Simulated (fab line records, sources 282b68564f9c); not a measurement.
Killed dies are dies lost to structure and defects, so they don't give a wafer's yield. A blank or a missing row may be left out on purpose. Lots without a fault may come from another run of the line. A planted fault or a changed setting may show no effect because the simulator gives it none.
One fault seen from 2 desks | flow rit_cmos | each desk has only its own numbers; what lay behind them comes last

THE TOOL OWNER'S DESK: pvd_sputter-02
The tool's own readings at RIT_SILICIDE_SPUTTER_01 (material Ti, target thk 30 nm, time 240 s): means of the sampled wafers that have a number, for each lot that ran on this tool. A lot is out of limits, marked OUT, if its mean lies more than 4 standard deviations from the usual mean; the brackets give that distance.
Columns: A = substrate_temp_c at RIT_SILICIDE_SPUTTER_01, usual 25.01 C; B = throttle_valve_pct at RIT_SILICIDE_SPUTTER_01, usual 29.8 %
lot  | first seen here | A     | B
L990 | day 3 06:08     | 24.95 | 29.1
L992 | day 3 14:41     | 25.10 | 30.6
L994 | day 4 01:35     | 24.95 | 30.5
L100 | day 5 09:13     | 25.02 | 29.6
L104 | day 6 00:54     | 24.88 | 30.6
L106 | day 6 10:46     | 25.04 | 29.7
This desk's finding: nothing out of limits on any of the 6 lots.

THE METROLOGY DESK
What the gauges read, lot by lot, whatever tool the lot ran on: means of the sampled wafers that have a number. A lot is out of limits, marked OUT, if its mean lies more than 4 standard deviations from the usual mean; the brackets give that distance.
Columns: A = SILICIDE_TI_RS at RIT_SILICIDE_RS_MEAS_02, usual 51.7 ohm/sq; B = SILICIDE_TI_THK at RIT_SILICIDE_THK_MEAS_03, usual 29.4 nm
lot  | first seen here | A               | B
L990 | day 3 06:18     | 51.5            | 29.4
L991 | day 3 12:08     | 52.4            | 29.3
L992 | day 3 14:52     | 50.6            | 30.1
L993 | day 3 21:46     | 52.5            | 28.9
L994 | day 4 01:44     | 50.6            | 30.0
L995 | day 4 05:24     | 53.3            | 28.6
L999 | day 5 01:40     | 52.8            | 29.1
L100 | day 5 09:23     | 51.1            | 29.5
L101 | day 5 10:31     | 51.1            | 29.8
L103 | day 5 19:47     | 52.9            | 29.0
L104 | day 6 01:07     | 55.6 (+4.9) OUT | 27.9 (-4.1) OUT
L106 | day 6 10:56     | 53.7            | 28.7
L111 | day 7 13:23     | 52.6            | 29.1
L113 | day 8 02:19     | 50.8            | 29.6
This desk's finding: out of limits on L104; first on L104, day 6 01:07 (SILICIDE_TI_RS at RIT_SILICIDE_RS_MEAS_02). In limits: L990, L991, L992, L993, L994, L995, L999, L100, L101, L103, L106, L111, L113.

PUT TOGETHER
The metrology desk could have raised an alarm at day 6 01:07, on L104.
The tool owner's desk saw nothing out of limits.
The tool owner's desk has L104 on record, within its limits.
Of the lots named, all ran RIT_SILICIDE_SPUTTER_01 on pvd_sputter-02.

WHAT THE SIMULATOR HAD PUT IN
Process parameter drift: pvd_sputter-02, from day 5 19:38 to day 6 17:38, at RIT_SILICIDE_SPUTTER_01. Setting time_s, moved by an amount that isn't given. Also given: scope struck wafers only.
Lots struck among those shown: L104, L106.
Hours from the fault's start to each desk's first reading out of limits: the metrology desk, 5.
